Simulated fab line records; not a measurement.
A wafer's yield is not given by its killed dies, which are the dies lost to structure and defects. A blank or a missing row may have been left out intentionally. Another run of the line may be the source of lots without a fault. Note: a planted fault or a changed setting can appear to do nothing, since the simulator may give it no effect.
Which tool did it?	flow rit-cmos	14 lots with 42 wafers sampled at 5 steps, on a route of 202 steps

## WHAT THE GAUGES READ, wafer by wafer
RIT_PRETRO_OVL_MEAS_06. Usual: PRETRO_OVL typically reads -0.5 nm, with standard deviation 1.5.
lot	measured	on	PRETRO_OVL (nm)	flag
L695	day 2 09:33	overlay-02	-2.9 -4.2 -3.0	
L696	day 2 13:48	overlay-02	-1.5 -1.2 0.2	
L698	day 2 23:26	overlay-02	-1.1 -0.8 -0.2	
L699	day 3 06:28	overlay-01	-2.3 -1.4 -0.9	
L700	day 3 11:20	overlay-02	-0.8 -0.9 -0.7	
L701	day 3 16:40	overlay-01	0.9 0.4 0.9	
L702	day 3 19:12	overlay-02	-0.1 0.2 0.9	
L703	day 4 00:23	overlay-01	-1.1 -1.0 -2.1	
L704	day 4 05:20	overlay-02	-0.4 -1.1 -2.5	
L709	day 5 12:14	overlay-01	1.2 0.2 1.4	
L710	day 5 16:59	overlay-02	0.3 0.3 -0.6	
L714	day 6 09:40	overlay-02	-0.4 -0.6 -0.9	
L716	day 6 17:47	overlay-01	-0.7 -0.8 -0.8	
L718	day 7 04:50	overlay-02	-0.9 -2.6 -2.8	

RIT_GATE_THK_MEAS_07. Usual: GATE_OXIDE_THK typically reads 2.99 nm, with standard deviation 0.064.
lot	measured	on	GATE_OXIDE_THK (nm)	flag
L695	day 2 12:01	film-metro-03	2.84 2.96 2.96	
L696	day 2 18:49	film-metro-02	3.00 3.00 2.97	
L698	day 3 04:16	film-metro-03	2.99 3.05 2.98	
L699	day 3 09:18	film-metro-04	2.96 2.92 2.93	
L700	day 3 15:39	film-metro-02	3.01 3.06 3.02	
L701	day 3 20:43	film-metro-04	2.93 2.90 2.94	
L702	day 3 22:02	film-metro-02	3.10 3.05 3.10	
L703	day 4 09:12	film-metro-02	3.07 3.05 3.12	
L704	day 4 14:07	film-metro-04	3.03 3.00 3.04	
L709	day 5 18:35	film-metro-03	3.85 3.75 3.84	OFF
L710	day 5 23:20	film-metro-02	3.72 3.72 3.75	OFF
L714	day 6 14:32	film-metro-04	2.93 2.92 2.95	
L716	day 6 20:56	film-metro-04	2.93 2.82 2.93	
L718	day 7 07:19	film-metro-02	2.95 3.00 2.94	

RIT_GATE_CD_MEAS_16: the cd target is 150 nm. Usual: cd-nm 148.5 nm, standard deviation 2.5.
lot	measured	on	cd-nm (nm)	flag
L695	day 2 14:53	cd-sem-01	149.4 150.4 149.0	
L696	day 2 21:35	cd-sem-01	151.8 150.0 150.2	
L698	day 3 07:00	cd-sem-01	148.2 146.3 147.2	
L699	day 3 12:00	cd-sem-02	154.7 153.9 154.3	
L700	day 3 18:23	cd-sem-02	146.2 146.9 146.7	
L701	day 3 23:17	cd-sem-02	148.0 151.8 149.3	
L702	day 4 00:56	cd-sem-01	150.8 150.6 150.2	
L703	day 4 11:55	cd-sem-01	145.6 146.3 146.4	
L704	day 4 16:43	cd-sem-01	150.1 149.5 148.0	
L709	day 5 21:28	cd-sem-01	148.3 151.3 152.6	
L710	day 6 03:11	cd-sem-01	150.8 149.6 149.8	
L714	day 6 17:16	cd-sem-02	148.9 149.9 147.5	
L716	day 6 23:37	cd-sem-01	145.6 146.1 144.7	
L718	day 7 10:04	cd-sem-01	149.9 148.6 149.1	

RIT_CONTACT_OVL_MEAS_09. Usual: CONTACT_OVL typically reads 0.2 nm, with standard deviation 1.4.
lot	measured	on	CONTACT_OVL (nm)	flag
L695	day 3 06:07	overlay-02	-2.0 -0.6 -0.6	
L696	day 3 12:50	overlay-02	-2.6 -1.6 -1.8	
L698	day 3 23:07	overlay-02	1.1 0.3 -0.1	
L699	day 4 04:34	overlay-02	-0.2 -0.2 -1.4	
L700	day 4 10:01	overlay-01	0.3 2.3 1.0	
L701	day 4 15:29	overlay-02	0.1 -1.9 0.6	
L702	day 4 18:44	overlay-01	-0.6 -0.2 0.9	
L703	day 5 03:57	overlay-01	0.3 -0.8 -1.2	
L704	day 5 09:52	overlay-02	-0.1 -0.1 -1.9	
L709	day 6 14:07	overlay-02	-0.4 -1.7 1.4	
L710	day 6 18:50	overlay-01	2.0 1.6 1.5	
L714	day 7 08:50	overlay-01	1.7 1.1 -0.1	
L716	day 7 15:01	overlay-02	1.5 1.3 -1.0	
L718	day 8 01:00	overlay-02	-0.8 1.4 -0.3	

## WHICH TOOL RAN EACH LOT (tool, then ch and the chambers of the sampled wafers, then the start)
lot	RIT_GATE_OXIDATION_05
L695	furnace-01 ch 0, day 2 10:42
L696	furnace-03 ch 0, day 2 15:35
L698	furnace-04 ch 0, day 3 01:11
L699	furnace-01 ch 0, day 3 07:37
L700	furnace-04 ch 0, day 3 13:44
L701	furnace-04 ch 0, day 3 18:58
L702	furnace-03 ch 0, day 3 20:43
L703	furnace-03 ch 0, day 4 04:00
L704	furnace-01 ch 0, day 4 09:33
L709	furnace-03 ch 0, day 5 14:19
L710	furnace-03 ch 0, day 5 19:15
L714	furnace-04 ch 0, day 6 11:53
L716	furnace-04 ch 0, day 6 19:36
L718	furnace-04 ch 0, day 7 05:58
- RIT_GATE_OXIDATION_05: target thk 3 nm, ox time 270 s.

## WHAT THE TOOLS THEMSELVES READ (means of the sampled wafers that have a number; where no wafer has one, the mark that the record gives instead)
RIT_GATE_OXIDATION_05. Usual: spike-tc-centre-C 903.6 C, standard deviation 1.2; spike-tc-load-C 922.6 C, standard deviation 2.1; spike-tc-source-C 922.9 C, standard deviation 1.2; tube-center-temp-C 900.01 C, standard deviation 0.081; tube_center_temp_C_max 902.3, standard deviation 0.39.
lot	tool	spike-tc-centre-C (C)	spike-tc-load-C (C)	spike-tc-source-C (C)	tube-center-temp-C (C)	tube_center_temp_C_max	flag
L695	furnace-01	903.0	923.9	923.6	900.04	902.1	
L696	furnace-03	904.7	922.5	923.0	899.94	902.1	
L698	furnace-04	902.6	920.2	922.3	899.89	902.0	
L699	furnace-01	904.4	924.4	923.6	900.07	902.6	
L700	furnace-04	904.0	920.4	922.1	899.98	902.0	
L701	furnace-04	903.3	921.0	921.3	900.12	902.3	
L702	furnace-03	904.2	922.3	923.2	900.00	902.1	
L703	furnace-03	905.2	923.6	923.2	900.03	902.2	
L704	furnace-01	903.8	923.9	922.7	900.01	902.5	
L709	furnace-03	923.8	943.3	944.1	919.98	922.3	OFF
L710	furnace-03	924.9	942.9	943.5	920.06	922.6	OFF
L714	furnace-04	903.9	920.0	921.6	900.05	902.6	
L716	furnace-04	903.8	919.5	922.9	900.05	902.3	
L718	furnace-04	903.8	919.3	921.7	899.98	902.4	

## THE ANSWER, worked out from the rows above alone
Rule: a lot counts as off when the mean over its wafers that have a number is more than 3 standard deviations away from the usual mean. A lot without any number at a reading at which 4 lots or more have one is off too. The other lots that the step has rows for count as sound. After the gauges, taken in route order, come the tools' own readings; for these a lot's mean is taken, as printed above. At the first step where some lot is off, the reading lying furthest off is the one used; lots without a number count as furthest.
Off: at RIT_GATE_THK_MEAS_07 (GATE_OXIDE_THK), L709, L710.
A tool fits if, at a process step before that reading, it ran every lot that is off, and no sound lot after the first of them. Not tried: the gauges at RIT_GATE_THK_MEAS_07; whatever is off there is also off at RIT_GATE_OXIDATION_05, on other tools, and gauge error can't account for it. One fits: RIT_GATE_OXIDATION_05 on furnace-03. Its last sound lot is L703 (day 4 04:00), its first lot that is off L709 (day 5 14:19): a fault that began between those two fits.
The tool's own readings at RIT_GATE_OXIDATION_05 bear it out: on the lots that are off they differ by more than 5 times the standard deviation of the sound lots' means. spike-tc-centre-C reads 924.3 C there against 903.9 C on the sound lots; spike-tc-load-C reads 943.1 C there against 921.8 C on the sound lots; spike-tc-source-C reads 943.8 C there against 922.6 C on the sound lots; tube-center-temp-C reads 920.02 C there against 900.01 C on the sound lots; tube_center_temp_C_max reads 922.5 there against 902.3 on the sound lots.

## WHAT WAS PUT IN BY THE SIMULATOR
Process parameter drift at RIT_GATE_OXIDATION_05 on furnace-03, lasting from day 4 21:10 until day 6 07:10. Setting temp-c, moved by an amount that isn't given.
Shown lots that were struck: L709, L710. The rule above found the same.
